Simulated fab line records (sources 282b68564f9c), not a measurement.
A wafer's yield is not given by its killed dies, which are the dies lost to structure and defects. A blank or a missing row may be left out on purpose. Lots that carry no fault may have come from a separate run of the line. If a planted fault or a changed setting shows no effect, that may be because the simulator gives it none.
fab line records	flow rit_cmos
record lots=15	wafers=45	last_day=7
route steps=202 shown FOX1@22
lots with no fault: from the same line, run without faults
start_h: start of the lot's first displayed wafer, in hours after the record's first day	wait_h: hours from the lot's prior step to this one	" same as the row above	L1.1+2: a row that stands for several wafers	- value missing, or start not given	* or withheld: withheld	< > ~ a bound
route shown NAME@n: names a module that has steps shown in the file, with the first one's number in the route	usual: mean/standard deviation taken from wafers without a fault	same: alike in all rows	chamber/n: place in a boat	sites: the reading at each site	_std_site: their standard deviation	_edge_site: inner sites' mean taken away from outer sites' mean	radius_mm: for every site, how far away it sits from the centre of the wafer	mask NAME#n: copy n	behind: the last tool/chamber to shape the wafer	hold: what put the lot on hold/how long, in hours/how the hold closed	device: names the non-switching transistor (n, p or np)	end of line: the same wafers' tests at the end of the route	a step without rows: its recipe alone	killed: not the wafer's yield, but the dies lost to structure and defects at the first sort	map: per-die view of a wafer (x killed, . not killed, _ where there is no die)
set.NAME: setting as actually run; set.NAME@STEP: the setting as run at that earlier step	model.NAME: the simulator's own value behind a step, which no gauge read
the route's steps for a sample of lots (tables are steps, rows are wafers)
services: from which hour (start_h, from the record's first day; less than 0 if before it) a tool's chamber was out of use, for how many hours, and why
## steps
# step RIT_FOX1_WET_ETCH_02
# recipe chemistry=BOE	target_depth_nm=350	time_s=390	temp_c=21.5	dry=n2_spin	dilution=10:1	target=SiO2
# usual bath_heat_duty_pct=1.7/0.34	run_length_s=416.8/2.9
lot.wafer	tool	chamber	start_h	wait_h	bath_heat_duty_pct	run_length_s
L504.1	wet_bench-01	1	17.96	0.1	1.5	415.0
L504.2	"	1	"	"	1.5	415.0
L504.5	"	1	"	"	1.5	415.0
L505.3	wet_bench-03	1	22.01	0.0	1.1	417.0
L505.5	"	1	"	"	1.7	417.0
L505.6	"	1	"	"	1.6	417.0
L508.1	wet_bench-03	2	38.32	0.1	2.3	418.0
L508.2	"	2	"	"	2.0	418.0
L508.6	"	2	"	"	1.8	418.0
L509.2	wet_bench-02	2	43.43	0.0	2.2	415.6
L509.4	"	2	"	"	1.5	415.6
L509.5	"	2	"	"	2.1	415.6
L510.2	wet_bench-02	1	48.43	0.0	1.9	413.2
L510.3	"	1	"	"	1.6	413.2
L510.6	"	1	"	"	1.5	413.2
L511.1	wet_bench-03	1	52.00	0.1	1.9	416.2
L511.2	"	1	"	"	1.6	416.2
L511.6	"	1	"	"	1.4	416.2
L514.1	wet_bench-01	3	67.10	0.1	-	-
L514.4	"	3	"	"	-	-
L514.6	"	3	"	"	-	-
L515.2	wet_bench-01	2	72.00	0.0	-	-
L515.4	"	2	"	"	-	-
L515.6	"	2	"	"	-	-
L516.1	wet_bench-02	3	78.19	0.1	-	-
L516.4	"	3	"	"	-	-
L516.5	"	3	"	"	-	-
L517.4	wet_bench-02	3	84.73	0.0	1.5	416.9
L517.5	"	3	"	"	1.5	416.9
L517.6	"	3	"	"	1.5	416.9
L518.2	wet_bench-02	1	88.07	0.0	1.8	414.8
L518.3	"	1	"	"	1.2	414.8
L518.6	"	1	"	"	1.6	414.8
L524.3	wet_bench-03	0	118.26	0.0	2.6	413.9
L524.4	"	0	"	"	1.6	413.9
L524.5	"	0	"	"	1.5	413.9
L525.1	wet_bench-02	2	122.04	0.1	2.1	423.3
L525.2	"	2	"	"	2.1	423.3
L525.5	"	2	"	"	2.2	423.3
L526.1	wet_bench-03	2	128.43	0.1	2.0	417.1
L526.3	"	2	"	"	1.6	417.1
L526.5	"	2	"	"	1.7	417.1
L527.3	wet_bench-03	0	132.18	0.0	1.9	413.5
L527.4	"	0	"	"	0.8	413.5
L527.5	"	0	"	"	1.7	413.5
## services
tool	chamber	start_h	hours	kind
wet_bench-03	-	15.71	4.4	pm
wet_bench-02	-	49.65	4.4	pm
wet_bench-03	-	102.07	3.7	repair
## key
first_sign step=RIT_FOX1_WET_ETCH_02	reading=tool_record	direction=missing
effect none on later readings
met_at RIT_FOX1_WET_ETCH_02
struck_lots L514,L515,L516
later_rows_left_out L514.1,L514.4,L514.6,L515.2,L515.4,L515.6,L516.1,L516.4,L516.5
sort_left_out L514.1,L514.4,L514.6,L515.2,L515.4,L515.6,L516.1,L516.4,L516.5
tester_left_out L514,L515,L516
onset_between 48.43 67.10
fault kind=skipped_step_whole	tool=wet_bench-01,wet_bench-02	chamber=-	onset_h=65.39	steps=RIT_FOX1_WET_ETCH_02	scope=struck_lots_only
# tester_left_out: of these lots the tester's yield and bins aren't shown, on N5 and GAA mostly nor the transistor test; their killed dies are dies lost to structure and defects alone, not to doping, threshold or leakage, so they don't give the yield
# sort_left_out: the simulated sort isn't trusted on such a fault, so these wafers' sort isn't shown, and their yield isn't known
# later_rows_left_out: the simulator's readings of these wafers behind a module that went badly wrong aren't trusted and aren't shown, but for the sort
